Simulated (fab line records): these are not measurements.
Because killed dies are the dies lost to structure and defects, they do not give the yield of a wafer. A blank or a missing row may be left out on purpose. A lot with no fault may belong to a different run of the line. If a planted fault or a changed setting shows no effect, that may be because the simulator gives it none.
Tool commonality check || flow berkeley-cmos170 || 45 wafers sampled across 15 lots

## WHY IT WAS OPENED
UCB170_NSD_TW_MEAS_10, reading NSD_TW: flagged on 3 of 15 lots. Wafers without a fault read 4192, standard deviation 39.
Rule: a lot is flagged in two cases, either no wafer of it has a number, or all its wafers with numbers fall more than 4 standard deviations from that mean. The other lots count as sound.

{"lot": "L337", "measured": "day 6 15:25", "on": "film-metro-02", "NSD_TW, wafer by wafer": "4262 4253 4226", "flag": ""}
{"lot": "L336", "measured": "day 6 15:59", "on": "film-metro-01", "NSD_TW, wafer by wafer": "4125 4135 4127", "flag": ""}
{"lot": "L339", "measured": "day 6 16:08", "on": "film-metro-03", "NSD_TW, wafer by wafer": "4201 4170 4135", "flag": ""}
{"lot": "L340", "measured": "day 7 00:08", "on": "film-metro-02", "NSD_TW, wafer by wafer": "4242 4235 4231", "flag": ""}
{"lot": "L342", "measured": "day 7 05:48", "on": "film-metro-03", "NSD_TW, wafer by wafer": "4190 4187 4159", "flag": ""}
{"lot": "L341", "measured": "day 7 06:02", "on": "film-metro-02", "NSD_TW, wafer by wafer": "4229 4231 4254", "flag": ""}
{"lot": "L343", "measured": "day 7 22:13", "on": "film-metro-02", "NSD_TW, wafer by wafer": "4232 4279 4247", "flag": ""}
{"lot": "L346", "measured": "day 8 05:28", "on": "film-metro-02", "NSD_TW, wafer by wafer": "4249 4219 4228", "flag": ""}
{"lot": "L345", "measured": "day 8 05:35", "on": "film-metro-03", "NSD_TW, wafer by wafer": "4223 4197 4166", "flag": ""}
{"lot": "L348", "measured": "day 8 14:22", "on": "film-metro-02", "NSD_TW, wafer by wafer": "4247 4228 4225", "flag": ""}
{"lot": "L350", "measured": "day 9 03:38", "on": "film-metro-02", "NSD_TW, wafer by wafer": "4626 4603 4579", "flag": "FLAGGED"}
{"lot": "L349", "measured": "day 9 03:54", "on": "film-metro-03", "NSD_TW, wafer by wafer": "4167 4174 4166", "flag": ""}
{"lot": "L351", "measured": "day 9 13:14", "on": "film-metro-03", "NSD_TW, wafer by wafer": "4540 4541 4523", "flag": "FLAGGED"}
{"lot": "L352", "measured": "day 10 04:04", "on": "film-metro-03", "NSD_TW, wafer by wafer": "4578 4574 4542", "flag": "FLAGGED"}
{"lot": "L358", "measured": "day 11 10:09", "on": "film-metro-03", "NSD_TW, wafer by wafer": "4164 4160 4160", "flag": ""}
The mean of the flagged lots' numbers is 4567, +375 from the usual (+10 standard deviations).

## WHICH TOOL EACH LOT WENT THROUGH
Before the reading, the record contains 2 process steps out of a 331-step route. Every cell lists first the tool, next ch and the chambers used by the sampled wafers, and last the start.
{"lot": "L337", "flag": "", "UCB170_NSD_IMPLANT_08": "implanter-02 ch 0, day 6 15:10", "UCB170_NSD_STRIP_09": "plasma-asher-04 ch 0,1, day 6 15:19"}
{"lot": "L336", "flag": "", "UCB170_NSD_IMPLANT_08": "implanter-01 ch 0, day 6 15:46", "UCB170_NSD_STRIP_09": "plasma-asher-02 ch 0,1, day 6 15:55"}
{"lot": "L339", "flag": "", "UCB170_NSD_IMPLANT_08": "implanter-02 ch 0, day 6 15:53", "UCB170_NSD_STRIP_09": "plasma-asher-04 ch 0,1, day 6 16:02"}
{"lot": "L340", "flag": "", "UCB170_NSD_IMPLANT_08": "implanter-01 ch 0, day 6 23:53", "UCB170_NSD_STRIP_09": "plasma-asher-02 ch 0,1, day 7 00:02"}
{"lot": "L342", "flag": "", "UCB170_NSD_IMPLANT_08": "implanter-01 ch 0, day 7 05:34", "UCB170_NSD_STRIP_09": "plasma-asher-03 ch 0,1, day 7 05:41"}
{"lot": "L341", "flag": "", "UCB170_NSD_IMPLANT_08": "implanter-04 ch 0, day 7 05:49", "UCB170_NSD_STRIP_09": "plasma-asher-02 ch 0,1, day 7 05:56"}
{"lot": "L343", "flag": "", "UCB170_NSD_IMPLANT_08": "implanter-04 ch 0, day 7 22:00", "UCB170_NSD_STRIP_09": "plasma-asher-03 ch 0,1, day 7 22:08"}
{"lot": "L346", "flag": "", "UCB170_NSD_IMPLANT_08": "implanter-02 ch 0, day 8 05:14", "UCB170_NSD_STRIP_09": "plasma-asher-04 ch 0,1, day 8 05:22"}
{"lot": "L345", "flag": "", "UCB170_NSD_IMPLANT_08": "implanter-04 ch 0, day 8 05:22", "UCB170_NSD_STRIP_09": "plasma-asher-03 ch 0,1, day 8 05:30"}
{"lot": "L348", "flag": "", "UCB170_NSD_IMPLANT_08": "implanter-02 ch 0, day 8 14:10", "UCB170_NSD_STRIP_09": "plasma-asher-03 ch 0,1, day 8 14:16"}
{"lot": "L350", "flag": "FLAGGED", "UCB170_NSD_IMPLANT_08": "implanter-02 ch 0, day 9 03:23", "UCB170_NSD_STRIP_09": "plasma-asher-04 ch 0,1, day 9 03:32"}
{"lot": "L349", "flag": "", "UCB170_NSD_IMPLANT_08": "implanter-04 ch 0, day 9 03:41", "UCB170_NSD_STRIP_09": "plasma-asher-03 ch 0,1, day 9 03:49"}
{"lot": "L351", "flag": "FLAGGED", "UCB170_NSD_IMPLANT_08": "implanter-02 ch 0, day 9 12:59", "UCB170_NSD_STRIP_09": "plasma-asher-04 ch 0,1, day 9 13:08"}
{"lot": "L352", "flag": "FLAGGED", "UCB170_NSD_IMPLANT_08": "implanter-02 ch 0, day 10 03:49", "UCB170_NSD_STRIP_09": "plasma-asher-03 ch 0,1, day 10 03:58"}
{"lot": "L358", "flag": "", "UCB170_NSD_IMPLANT_08": "implanter-04 ch 0, day 11 09:54", "UCB170_NSD_STRIP_09": "plasma-asher-02 ch 0,1, day 11 10:03"}
These steps, and what they do:
- UCB170_NSD_IMPLANT_08
- UCB170_NSD_STRIP_09: strips in O2.
- UCB170_NSD_TW_MEAS_10

## FLAGGED AGAINST TOTAL, ONE TOOL AT A TIME (gauges that did the reading follow at the end)
{"step": "UCB170_NSD_IMPLANT_08", "tool": "implanter-01", "lots run": 3, "flagged": 0, "share of the flagged lots": "none", "sound lots run after its first flagged lot": "-"}
{"step": "UCB170_NSD_IMPLANT_08", "tool": "implanter-02", "lots run": 7, "flagged": 3, "share of the flagged lots": "all", "sound lots run after its first flagged lot": 0}
{"step": "UCB170_NSD_IMPLANT_08", "tool": "implanter-04", "lots run": 5, "flagged": 0, "share of the flagged lots": "none", "sound lots run after its first flagged lot": "-"}
{"step": "UCB170_NSD_STRIP_09", "tool": "plasma-asher-02", "lots run": 4, "flagged": 0, "share of the flagged lots": "none", "sound lots run after its first flagged lot": "-"}
{"step": "UCB170_NSD_STRIP_09", "tool": "plasma-asher-03", "lots run": 6, "flagged": 1, "share of the flagged lots": "some", "sound lots run after its first flagged lot": 0}
{"step": "UCB170_NSD_STRIP_09", "tool": "plasma-asher-04", "lots run": 5, "flagged": 2, "share of the flagged lots": "some", "sound lots run after its first flagged lot": 0}
{"step": "UCB170_NSD_TW_MEAS_10", "tool": "film-metro-01", "lots run": 1, "flagged": 0, "share of the flagged lots": "none", "sound lots run after its first flagged lot": "-"}
{"step": "UCB170_NSD_TW_MEAS_10", "tool": "film-metro-02", "lots run": 7, "flagged": 1, "share of the flagged lots": "some", "sound lots run after its first flagged lot": 0}
{"step": "UCB170_NSD_TW_MEAS_10", "tool": "film-metro-03", "lots run": 7, "flagged": 2, "share of the flagged lots": "some", "sound lots run after its first flagged lot": "1 (L358)"}

## WHAT THE TABLE ALLOWS
All flagged lots share 1 row of the table, namely implanter-02 at UCB170_NSD_IMPLANT_08.
- implanter-02 at UCB170_NSD_IMPLANT_08 ran 7 lots, 3 of them flagged. Last sound lot L348 at day 8 14:10, first flagged lot L350 at day 9 03:23; a fault beginning in between fits. Its own readings lie more than 4 standard deviations out on every wafer of the flagged lots: beam-energy-keV.
What remains is a single tool, implanter-02 at UCB170_NSD_IMPLANT_08.

## WHAT THE SIMULATOR PUT IN
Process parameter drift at UCB170_NSD_IMPLANT_08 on implanter-02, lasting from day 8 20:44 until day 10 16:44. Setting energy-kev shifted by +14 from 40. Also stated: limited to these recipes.
Lots struck among those shown: L350, L351, L352. Same finding as the rule above.
